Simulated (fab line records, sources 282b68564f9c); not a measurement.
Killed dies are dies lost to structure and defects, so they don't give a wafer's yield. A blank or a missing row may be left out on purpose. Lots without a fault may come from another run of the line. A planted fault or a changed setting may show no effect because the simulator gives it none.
Which tool did it? | flow rit_cmos | 7 lots, 21 wafers sampled, at 2 steps of a route of 202

WHAT THE GAUGES READ, wafer by wafer
RIT_SDANNEAL_RS_MEAS_04: measures by four-point-probe.
lot  | measured    | on            | PSD_RS (ohm/sq)
L456 | day 3 17:16 | film_metro-04 | 116.05 116.06 115.99
L458 | day 4 01:07 | film_metro-02 | 116.03 115.95 116.36
L462 | day 4 15:19 | film_metro-03 | 112.10 112.32 112.61
L469 | day 6 12:54 | film_metro-03 | 115.72 115.59 115.79
L473 | day 7 07:14 | film_metro-02 | 116.37 116.29 116.40
L476 | day 7 19:11 | film_metro-02 | 115.59 115.73 115.69
L478 | day 8 02:50 | film_metro-02 | 115.99 115.82 115.75

WHICH TOOL RAN EACH LOT (tool, then ch and the chambers of the sampled wafers, then the start)
lot  | RIT_PSD_IMPLANT_08
L456 | implanter-02 ch 0, day 3 16:27
L458 | implanter-01 ch 0, day 4 00:19
L462 | implanter-02 ch 0, day 4 14:29
L469 | implanter-03 ch 0, day 6 12:05
L473 | implanter-03 ch 0, day 7 06:14
L476 | implanter-01 ch 0, day 7 18:11
L478 | implanter-01 ch 0, day 8 01:59
- RIT_PSD_IMPLANT_08

THE ANSWER, worked out from the rows above alone
Rule: what is usual is taken from the lots themselves. Put in order of their means at a reading, lots are off if they are a third of the lots or fewer, leave a main group of 4 or more, and stand apart from it by a gap of 3 or more times the standard deviation of the main group's means; of several such gaps the widest counts. A main group whose means are all the same, to the digits that the tables above print for the reading, isn't used. A lot without any number at a reading at which 4 lots or more have one is off too. The other lots that the step has rows for count as sound.
Off: L462, at RIT_SDANNEAL_RS_MEAS_04 (PSD_RS). The main group: mean 115.95 ohm/sq, standard deviation 0.24.
A tool fits if, at a process step before that reading, it ran every lot that is off, and no sound lot after the first of them. The gauges at RIT_SDANNEAL_RS_MEAS_04 are tried like those tools. One fits: implanter-02 at RIT_PSD_IMPLANT_08. Its last sound lot is L456 (day 3 16:27), its first lot that is off L462 (day 4 14:29): a fault that began between those two fits.

WHAT THE SIMULATOR HAD PUT IN
Process parameter drift: implanter-02, from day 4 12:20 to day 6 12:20, at RIT_PSD_IMPLANT_08. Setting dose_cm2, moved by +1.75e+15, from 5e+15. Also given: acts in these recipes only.
Lots struck among those shown: L462. The rule above found the same.
